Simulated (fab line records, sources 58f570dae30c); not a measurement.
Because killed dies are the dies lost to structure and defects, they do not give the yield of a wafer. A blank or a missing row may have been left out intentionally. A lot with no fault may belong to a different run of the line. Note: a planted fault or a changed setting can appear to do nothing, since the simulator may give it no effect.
The same fault as seen by 2 desks ; flow berkeley_cmos170 ; only its own numbers are on each desk; what lay behind them is given at the end

DESK OF THE TOOL OWNER: wet_bench-04
The tool's own readings at UCB170_FIELD_WET_ETCH_05 (etches Si3N4 in H3PO4, time 12600 s): means of the sampled wafers that have a number, for each lot that ran on this tool. If a lot's mean is further than 4 standard deviations from the usual mean, the lot is out of limits and carries the mark OUT (the distance appears in the brackets).
Columns: A = run_length_s at UCB170_FIELD_WET_ETCH_05, usual 12626 s; B = temp_c at UCB170_FIELD_WET_ETCH_05, usual 160.01 C
lot;first seen here;A;B
L441;day 6 10:05;12629;160.08
L452;day 9 03:24;20185 (+99 or more) OUT;159.96
L453;day 9 03:24;20186 (+99 or more) OUT;160.02
L456;day 9 20:10;12627;159.76
L457;day 9 20:10;12627;159.97
This desk finds L452, L453 out of limits, L452 being first, at day 9 03:24 (run_length_s at UCB170_FIELD_WET_ETCH_05). Within limits: L441, L456, L457.

FROM THE METROLOGY DESK
What the gauges read for every lot (on any tool): the sampled wafers with a number, averaged. If a lot's mean is further than 4 standard deviations from the usual mean, the lot is out of limits and carries the mark OUT (the distance appears in the brackets).
Columns: A = PFIELD_OVL at UCB170_PFIELD_OVL_MEAS_06, usual 2 nm; B = PFIELD_TW at UCB170_PFIELD_TW_MEAS_09, usual 601; C = FIELD_OXIDE_THK at UCB170_FIELD_THK_MEAS_02, usual 558 nm; D = FIELD_OXIDE_LEFT_1_THK at UCB170_FIELD_THK_MEAS_90, usual 442 nm
lot;first seen here;A;B;C;D
L441;day 5 20:31;-7;600;562;445
L452;day 8 12:50;4;593;558;422
L453;day 8 12:58;-2;609;562;425
L454;day 8 18:15;-3;598;564;448
L456;day 9 08:11;-1;598;570;455
L457;day 9 08:55;0;597;568;452
This desk found nothing out of limits on any of the 6 lots.

BROUGHT TOGETHER
At day 9 03:24, on L452, L453, the tool owner's desk was in a position to raise an alarm.
Metrology desk: nothing out of limits seen.
The metrology desk has L452, L453 on record, within its limits.
All the named lots went through UCB170_FIELD_WET_ETCH_05 on wet_bench-04.

WHAT THE SIMULATOR PUT IN
wet_bench-04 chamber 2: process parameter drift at UCB170_FIELD_WET_ETCH_05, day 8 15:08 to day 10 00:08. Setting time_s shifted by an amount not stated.
Struck lots among those shown: L452, L453.
How many hours passed from the start of the fault until each desk's first out-of-limits reading: the tool owner's desk, 12.
